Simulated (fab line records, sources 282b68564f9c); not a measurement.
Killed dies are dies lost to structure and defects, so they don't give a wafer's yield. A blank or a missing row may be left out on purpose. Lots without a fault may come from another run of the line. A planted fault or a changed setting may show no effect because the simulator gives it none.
A struck lot beside a sound one | flow rit_cmos | 19 steps out of a route of 202
Sound: wafers L403.1, L403.2, L403.6. Struck: wafers L396.1, L396.2, L396.4. The cause comes at the end.
At each step with rows: each side's tool, then ch and its chambers, then its first start. Under that, the readings that differ: sound wafers | struck wafers | difference of the means | sigmas: that difference in standard deviations of wafers without a fault.
alike: readings whose means differ by less than 2 such deviations, and words and numbers that are the same on both sides. not compared: withheld readings, readings that some wafer has no value for, bounds like >300 that may hide the same value, and numbers for which the record gives no deviation and whose values overlap.
The two part at a step that has a row with sigmas, a row that says differs or no value, or rows on one side only. Numbers that don't overlap but have no deviation are shown without sigmas and don't part them. A reading that every wafer of one side lacks parts them only if that side has two wafers or more.

first, 3 steps without rows for these wafers: RIT_GATE_CLEAN_02 (cleans in dHF, time 30 s); RIT_GATE_CLEAN_03 (cleans in SC2, time 600 s); RIT_GATE_CLEAN_04 (cleans in dHF, time 60 s).
RIT_FOX2_THK_MEAS_91:
  sound on film_metro-04, day 5 23:38; struck on film_metro-01, day 4 13:42
  alike: FIELD_OXIDE_LEFT_2_THK
then, 2 steps without rows for these wafers: RIT_GATE_OXIDATION_05 (target thk 3 nm, ox time 270 s); RIT_GATE_ANNEAL_06 (time 600 s).
RIT_GATE_THK_MEAS_07:
  sound on film_metro-03, day 6 03:05; struck on film_metro-01, day 4 17:02
  alike: GATE_OXIDE_THK
then, 1 step without rows for these wafers: RIT_GATE_CVD_08 (deposits poly-Si from SiH4, target thk 250 nm, time 2220 s).
RIT_GATE_THK_MEAS_09:
  sound on film_metro-04, day 6 05:05; struck on film_metro-03, day 4 18:43
  alike: GATE_POLY_THK
then, 3 steps without rows for these wafers: RIT_GATE_HMDS_10 (prime time 60 s); RIT_GATE_COAT_11 (resist thk 850 nm); RIT_GATE_SOFTBAKE_12 (time 60 s).
RIT_GATE_EXPOSE_13: exposes mask M6, target cd 150 nm.
  sound on iline_stepper-02 ch 0, day 6 05:47; struck on iline_stepper-01 ch 0, day 4 19:26
  reading                      | sound             | struck      | difference | sigmas
  model.GATE.overlay_x_nm (nm) | 1.063 1.063 1.063 | 130 130 130 | +129       |
  alike: mask
then, 2 steps without rows for these wafers: RIT_GATE_PEB_14; RIT_GATE_DEVELOP_15 (develop time 50 s).
RIT_GATE_CD_MEAS_16: target cd 150 nm.
  sound on cd_sem-01, day 6 06:11; struck on cd_sem-01, day 4 19:55
  alike: cd_nm
RIT_GATE_OVL_MEAS_17:
  sound on overlay-02, day 6 06:18; struck on overlay-02, day 4 20:02
  reading       | sound        | struck            | difference | sigmas
  GATE_OVL (nm) | 0.4 -0.8 0.4 | 128.6 127.9 127.5 | +128.0     | +91
then, 1 step without rows for these wafers: RIT_GATE_HARDBAKE_18 (time 60 s).
RIT_M1_PROBE_99:
  sound on prober-01, day 7 03:09; struck on prober-01, day 5 16:10
  reading                                                 | sound                | struck               | difference | sigmas
  model.etest.pldd.width_nm (nm)                          | 3159 3179 3171       | 3122 3145 3116       | -42        |
  model.etest.nldd.width_nm (nm)                          | 3160 3170 3162       | 3111 3135 3132       | -38        |
  model.etest.select_edge_diode_p.leak_log10_a (angstrom) | -10.43 -10.43 -10.5  | -8.334 -7.998 -8.128 | +2.300     |
  model.etest.select_edge_diode_n.leak_log10_a (angstrom) | -9.675 -9.702 -9.777 | -7.426 -7.469 -7.177 | +2.361     |
  model.etest.gate_end_array.leak_log10_a_um              | -12.98 -12.77 -13.06 | -12.18 -12.17 -12.31 | +0.72      |
  alike: killed_at_M0_to_M3, killed_at_front_end, killed_dies, killed_open, killed_short

WHERE THEY PART
Only at RIT_GATE_OVL_MEAS_17, within this record. Later steps at which nothing parts them and some readings are alike: RIT_M1_PROBE_99.

WHY: what the simulator had put in
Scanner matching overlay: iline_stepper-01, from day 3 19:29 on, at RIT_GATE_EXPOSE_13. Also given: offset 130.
